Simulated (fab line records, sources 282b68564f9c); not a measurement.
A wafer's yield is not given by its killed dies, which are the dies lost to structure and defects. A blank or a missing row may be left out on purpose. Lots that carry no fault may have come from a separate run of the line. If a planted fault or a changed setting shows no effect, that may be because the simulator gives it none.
8D (eight disciplines) problem report, filled in by code + flow rit-cmos + the parts of the form that need people (team, actions taken, sign-off) are left out

1. THE PROBLEM
Wafers without a fault read 34.56 W, standard deviation 0.047; heater-power-total-W at RIT_PLDD_SOFTBAKE_02 reads a mean of 32.46 W on 6 wafers belonging to 2 lots. That is -45 standard deviations from the usual mean.
The step: time 60 s.
First seen on wafer L882.2, day 6 20:49, on litho-track-01. Wafers with a number at this step in the record: 18, from 6 lots. Rule for "out", or "out of limits": more than 4 standard deviations from the usual mean. Any other wafer with a number is counted as sound.

2. WHAT IT IS AND WHAT IT IS NOT
| question                    | is                                 | is not                                                                   |
|-----------------------------|------------------------------------|--------------------------------------------------------------------------|
| which readings at this step | heater-power-total-W, plate-temp-C | -                                                                        |
| which lots                  | L882, L885                         | L870, L875, L887, L889                                                   |
| which wafers of those lots  | all that have a number             | -                                                                        |
| read on which tools         | litho-track-01                     | litho-track-02, litho-track-04                                           |
| when                        | from day 6 20:49                   | up to then (6 sound wafers); but 6 sound wafers of L887, L889 came after |

3. WHAT RULES OUT EACH SUSPECT
Counting: a tool at a process step up to the reading stays a suspect if it ran every lot that is out and no sound lot after the first of them.
- litho-track-01 at RIT_PLDD_SOFTBAKE_02 (time 60 s): kept. Every lot that is out went through it, starting with L882 (day 6 20:49), and after that it ran no sound lot; the last sound lot it ran before then is L875 (day 4 22:09). Its own readings are out on those wafers: heater-power-total-W, plate-temp-C.
Remaining after the count: litho-track-01 at RIT_PLDD_SOFTBAKE_02.

4. THE CAUSE (what the simulator had put in)
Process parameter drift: litho-track-01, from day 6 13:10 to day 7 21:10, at RIT_PLDD_SOFTBAKE_02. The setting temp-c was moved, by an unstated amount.
Counting left only this tool.

5. THE CHAIN OF EFFECTS, in route order
Each row: a reading whose mean over the struck wafers that have a number lies more than 3 standard deviations from the usual. Only readings for which the record gives a usual standard deviation are gone through. hours: the time from each lot's start at the first step in this table that gives one to its start at this step, as a median over the lots. sigmas: the change in usual standard deviations.
| hours | step                 | reading              | usual   | on struck wafers | change | sigmas |
|-------|----------------------|----------------------|---------|------------------|--------|--------|
| 0     | RIT_PLDD_SOFTBAKE_02 | heater-power-total-W | 34.56 W | 32.46            | -2.10  | -45    |
| 0     | RIT_PLDD_SOFTBAKE_02 | plate-temp-C         | 90.03 C | 86.06            | -3.97  | -33    |
It contains these process steps:
- RIT_PLDD_SOFTBAKE_02: time 60 s.
Later steps that measure or inspect, where all struck wafers having a row at the step show a number for every such reading and not one has moved that far: RIT_PLDD_OVL_MEAS_06.

6. HOW IT WOULD HAVE BEEN CAUGHT EARLIER
In this record the first reading out of limits was taken at day 6 20:49, 8 hours after the fault began at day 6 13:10.
